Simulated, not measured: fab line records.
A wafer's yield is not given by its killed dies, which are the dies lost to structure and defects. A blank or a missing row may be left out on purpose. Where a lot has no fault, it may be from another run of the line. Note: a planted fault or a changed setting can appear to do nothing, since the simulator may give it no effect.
8D (eight disciplines) problem report, filled in by code || flow rit-cmos || the parts of the form that need people (team, actions taken, sign-off) are left out

1. WHAT WENT WRONG
NWELL_RS at RIT_WELLDRIVE_RS_MEAS_01 reads a mean of 321.2 ohm/sq on 6 wafers of 2 lots; wafers without a fault read 275.4 ohm/sq with a standard deviation of 0.82. Relative to the usual mean, that is a shift of +56 standard deviations.
The step: measures by four-point-probe.
The first sign was on wafer L717.1 at day 3 14:08, on film-metro-01. Wafers with a number at this step in the record: 39, from 13 lots. Rule for "out", or "out of limits": more than 4 standard deviations from the usual mean. All remaining wafers that have a number are taken as sound.

2. WHAT IT IS, WHAT IT ISN'T
{"question": "which readings at this step", "is": "NWELL_RS", "is not": "-"}
{"question": "which lots", "is": "L717, L719", "is not": "L711, L712, L713, L724, L725, L726, L728, L731, L732, L733, L734"}
{"question": "which wafers of those lots", "is": "all that have a number", "is not": "-"}
{"question": "read on which gauges", "is": "film-metro-01, film-metro-02", "is not": "film-metro-04"}
{"question": "when", "is": "from day 3 14:08", "is not": "up to then (9 sound wafers); but 24 sound wafers of L724, L725, L726, L728, L731, L732, L733, L734 came after"}

3. SUSPECTS, AND WHAT RULES EACH OUT
Counting: any tool at a process step up to the reading is kept as a suspect provided that every lot that is out went through it and no sound lot did after the first of them.
- ruled out: the gauge at RIT_WELLDRIVE_RS_MEAS_01. Those wafers that are out were read across 2 gauges (film-metro-01, film-metro-02).
- furnace-01 at RIT_WELLDRIVE_ANNEAL_00 (time 14700 s): kept. It processed each lot that is out, first L717 at day 3 09:03, and no sound lot thereafter; up to then, the last sound lot it processed was L713 at day 2 08:55. Its own run-length-s readings are out on those wafers.
After counting, what remains is furnace-01 at RIT_WELLDRIVE_ANNEAL_00.

4. THE CAUSE (what the simulator had put in)
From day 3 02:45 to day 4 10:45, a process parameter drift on furnace-01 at RIT_WELLDRIVE_ANNEAL_00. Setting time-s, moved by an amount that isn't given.
After counting, this tool was the only one left.

5. THE CHAIN OF EFFECTS, in route order
One row per reading whose mean, taken over the struck wafers that have a number, lies over 3 standard deviations from the usual. Scope: only readings with a usual standard deviation given in the record; hours: median across lots of the time from each lot's start at the first step in this table that gives one to its start at this step; sigmas: change in usual standard deviations.
{"hours": 0, "step": "RIT_WELLDRIVE_ANNEAL_00", "reading": "run-length-s", "usual": "18267 s", "on struck wafers": 9446, "change": -8820, "sigmas": "-99 or more"}
{"hours": 5, "step": "RIT_WELLDRIVE_RS_MEAS_01", "reading": "NWELL_RS", "usual": "275.4 ohm/sq", "on struck wafers": 321.2, "change": "+45.8", "sigmas": "+56"}
{"hours": 5, "step": "RIT_WELLDRIVE_RS_MEAS_02", "reading": "PWELL_RS", "usual": "429.1 ohm/sq", "on struck wafers": 475.2, "change": "+46.1", "sigmas": "+35"}
It contains these process steps:
- RIT_WELLDRIVE_ANNEAL_00: time 14700 s.
At these later measuring or inspecting steps, every struck wafer for which the step has a row has a number for every such reading, and none has moved that far: RIT_M1_THK_MEAS_02.

6. WHAT WOULD HAVE CAUGHT IT SOONER
The first out-of-limits reading at a measuring or inspecting step in this record came at day 3 14:08, 11 hours after the fault's start at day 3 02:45.
Tool's own readings at RIT_WELLDRIVE_ANNEAL_00, run-length-s: out on all struck wafers the step has rows for; an alarm limit on them would have tripped on the first.
Lots out: 2; of these, L719 started RIT_WELLDRIVE_ANNEAL_00 on furnace-01 after day 3 14:08. A tool hold placed at that time would have kept it from harm.
